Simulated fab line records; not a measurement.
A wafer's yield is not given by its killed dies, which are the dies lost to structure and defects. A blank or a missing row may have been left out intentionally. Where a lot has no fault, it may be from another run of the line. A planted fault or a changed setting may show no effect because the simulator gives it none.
The same fault as seen by 2 desks + flow berkeleyCmos170 + what lay behind the numbers comes last; until then each desk has only its own

## FOR THE TOOL OWNER'S DESK: rieMetal-01
The tool's own readings at UCB170_M1_METAL_ETCH_12 (etches Al in Cl2/BCl3, stops on PSG, target depth 780 nm, time 130 s): means of the sampled wafers that have a number, for each lot that ran on this tool. Marked OUT: a lot whose mean sits more than 4 standard deviations from the usual mean, which makes it out of limits; the brackets give that distance.
Columns: A = chamberPressureMTorr at UCB170_M1_METAL_ETCH_12, usual 11.999 mTorr; B = drypumpMotorCurrentA at UCB170_M1_METAL_ETCH_12, usual 6.0 A; C = oesProductAu at UCB170_M1_METAL_ETCH_12, usual 0.847 a.u.; D = runLengthS at UCB170_M1_METAL_ETCH_12, usual 158.5 s; E = throttleValvePct at UCB170_M1_METAL_ETCH_12, usual 24.47 %
| lot  | first seen here | A      | B   | C                | D                      | E     |
|------|-----------------|--------|-----|------------------|------------------------|-------|
| L890 | day 7 13:23     | 11.989 | 6.1 | 0.838            | 158.9                  | 24.28 |
| L891 | day 7 19:55     | 12.001 | 6.1 | 0.841            | 158.4                  | 24.23 |
| L894 | day 8 19:48     | 11.995 | 6.2 | 0.976 (+9.2) OUT | 97.2 (-99 or more) OUT | 24.33 |
| L895 | day 8 20:40     | 11.992 | 6.1 | 0.991 (+10) OUT  | 96.8 (-99 or more) OUT | 24.21 |
| L898 | day 9 15:44     | 12.007 | 6.1 | 0.992 (+10) OUT  | 96.8 (-99 or more) OUT | 24.21 |
| L910 | day 11 21:09    | 11.989 | 6.2 | 0.841            | 159.0                  | 24.34 |
This desk's finding: out of limits on L894, L895, L898; first on L894, day 8 19:48 (oesProductAu at UCB170_M1_METAL_ETCH_12). Within limits: L890, L891, L910.

## THE METROLOGY DESK
Means of the sampled wafers that have a number, per lot and without regard to the tool the lot ran on: this is what the gauges read. Marked OUT: a lot whose mean sits more than 4 standard deviations from the usual mean, which makes it out of limits; the brackets give that distance.
Columns: A = cdNm at UCB170_M1_CD_MEAS_90, usual 700.0 nm
| lot  | first seen here | A                |
|------|-----------------|------------------|
| L890 | day 7 13:38     | 699.8            |
| L891 | day 7 20:10     | 699.8            |
| L893 | day 8 10:17     | 701.3            |
| L894 | day 8 20:03     | 719.2 (+8.7) OUT |
| L895 | day 8 20:54     | 714.8 (+6.7) OUT |
| L898 | day 9 15:58     | 718.2 (+8.3) OUT |
| L901 | day 10 00:35    | 701.9            |
| L902 | day 10 06:17    | 698.7            |
| L904 | day 10 18:23    | 697.5            |
| L905 | day 10 18:34    | 698.1            |
| L906 | day 11 09:09    | 702.9            |
| L907 | day 11 09:31    | 697.7            |
| L911 | day 11 18:28    | 697.6            |
| L910 | day 11 21:23    | 701.8            |
| L912 | day 12 00:05    | 699.2            |
This desk's finding: out of limits on L894, L895, L898; first on L894, day 8 20:03 (cdNm at UCB170_M1_CD_MEAS_90). Within limits: L890, L891, L893, L901, L902, L904, L905, L906, L907, L911, L910, L912.

## BROUGHT TOGETHER
The tool owner's desk had the chance to raise an alarm at day 8 19:48 on L894, L895, L898.
L894, L895, L898 would have let the metrology desk raise an alarm at day 8 20:03.
Every lot named ran UCB170_M1_METAL_ETCH_12 on rieMetal-01.

## WHAT HAD BEEN PUT IN BY THE SIMULATOR
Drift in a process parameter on rieMetal-01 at UCB170_M1_METAL_ETCH_12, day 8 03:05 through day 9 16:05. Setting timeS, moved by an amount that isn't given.
Lots struck among those shown: L894, L895, L898.
Hours from the fault's start to each desk's first reading out of limits: the tool owner's desk, 17; the metrology desk, 17.
